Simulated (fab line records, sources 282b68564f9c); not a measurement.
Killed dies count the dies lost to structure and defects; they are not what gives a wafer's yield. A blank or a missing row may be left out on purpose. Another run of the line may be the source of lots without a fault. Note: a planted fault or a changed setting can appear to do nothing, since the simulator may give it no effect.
Struck lot and sound lot, side by side / flow rit_cmos / 17 out of 202 route steps
Sound: wafers L901.2, L901.3, L901.6. Wafers L904.1, L904.3, L904.4 were the ones struck. At the end, the cause is stated.
Per side, at each step with rows, come the tool, then ch with its chambers, and then its first start. Under that, the readings that differ: sound wafers / struck wafers / difference of the means / sigmas: that difference in standard deviations of wafers without a fault.
alike: a reading whose means differ by less than 2 such deviations, as well as words and numbers matching on both sides. not compared: withheld readings; readings where some wafer has no value; bounds like >300 that might hide an equal value; numbers whose values overlap and for which the record gives no deviation.
A row with sigmas, a row that says differs or no value, or rows on one side alone: a step with any of these is where the two part. Numbers that have no deviation but don't overlap get no sigmas and don't part them. Lack of a reading on every wafer of one side parts them only where that side has two or more wafers.

RIT_M1_SPUTTER_00: material Al, target thk 400 nm, time 500 s.
  sound: pvd_sputter-02 at day 6 19:47; struck: pvd_sputter-02 at day 7 07:16
  alike: throttle_valve_pct
RIT_M1_RS_MEAS_01: a four-point-probe measurement.
  sound: film_metro-01 at day 6 20:05; struck: film_metro-04 at day 7 07:34
  alike: M1_AL_RS
RIT_M1_THK_MEAS_02: measures by xrf.
  sound: film_metro-01 at day 6 20:12; struck: film_metro-04 at day 7 07:41
  alike: M1_AL_THK
then, 6 steps without rows for these wafers: RIT_M1_HMDS_03 (prime time 60 s); RIT_M1_COAT_04 (resist thk 1283 nm); RIT_M1_SOFTBAKE_05 (time 60 s); RIT_M1_EXPOSE_06 (exposes mask M12, target cd 2600 nm); RIT_M1_PEB_07; RIT_M1_DEVELOP_08 (develop time 68 s).
RIT_M1_CD_MEAS_09 targets a cd of 2600 nm.
  sound: cd_sem-01 at day 6 21:27; struck: cd_sem-01 at day 7 08:45
  alike: cd_nm
RIT_M1_OVL_MEAS_10:
  sound: overlay-02 at day 6 21:34; struck: overlay-01 at day 7 08:52
  alike: M1_OVL
then, 1 step without rows for these wafers: RIT_M1_HARDBAKE_11 (time 120 s).
RIT_M1_METAL_ETCH_12: etches Al in Cl2/BCl3, stops on SiO2, time 165 s, target depth 600 nm.
  sound on rie_metal-03 ch 0,1, day 6 22:09; struck on rie_metal-01 ch 0,1, day 7 09:21
reading=oes_product_au (a.u.); sound=0.780 0.781 0.767; struck=0.711 0.697 0.712; difference=-0.069; sigmas=-6
reading=over_etch_frac; sound=0.5 0.5 0.5; struck=0.81159 0.81159 0.81159; difference=+0.31159; sigmas=
reading=model.NOVOLAK_of_M1_COAT_04.thk_nm (nm); sound=783 808.5 809.3; struck=722.8 742.7 724.2; difference=-70.4; sigmas=
  alike: bcl3_flow_sccm, drypump_motor_current_A, throttle_valve_pct
  not compared: rf_hours_counter_h
then, 1 step without rows for these wafers: RIT_M1_STRIP_13 (strips in nmp, time 600 s).
RIT_M1_STRIP_14: strips in O2, time 180 s.
  sound on plasma_asher-04 ch 0, day 6 22:29; struck on plasma_asher-03 ch 0,1, day 7 09:42
  alike: drypump_motor_current_A, o2_flow_sccm
  not compared: rf_hours_counter_h
RIT_M1_CD_MEAS_90 targets a cd of 2600 nm.
  sound: cd_sem-02 at day 6 22:41; struck: cd_sem-02 at day 7 09:53
reading=cd_nm (nm); sound=2596.5 2600.3 2601.4; struck=2596.1 2593.5 2592.3; difference=-5.4; sigmas=-2
  not compared: hold
RIT_M1_PROBE_99:
  sound: prober-02 at day 7 01:34; struck: prober-01 at day 7 11:37
  alike: defect_limited_yield, killed_at_M0_to_M3, killed_at_front_end, killed_dies, killed_open, killed_short, sort_bin_3_pad_short, sort_bin_5_function, sort_bin_6_memory, sort_n_pass, sort_yield_pct
  not compared: model.etest.antenna_m1.vt_shift_v

== WHERE THEY PART ==
First at RIT_M1_METAL_ETCH_12; last, within this record, at RIT_M1_CD_MEAS_90. Later steps at which nothing parts them and some readings are alike: RIT_M1_PROBE_99.

WHY: what had been put in by the simulator
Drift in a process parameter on rie_metal-01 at RIT_M1_METAL_ETCH_12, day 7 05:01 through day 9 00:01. Setting over_etch_frac, moved by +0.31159, from 0.5.
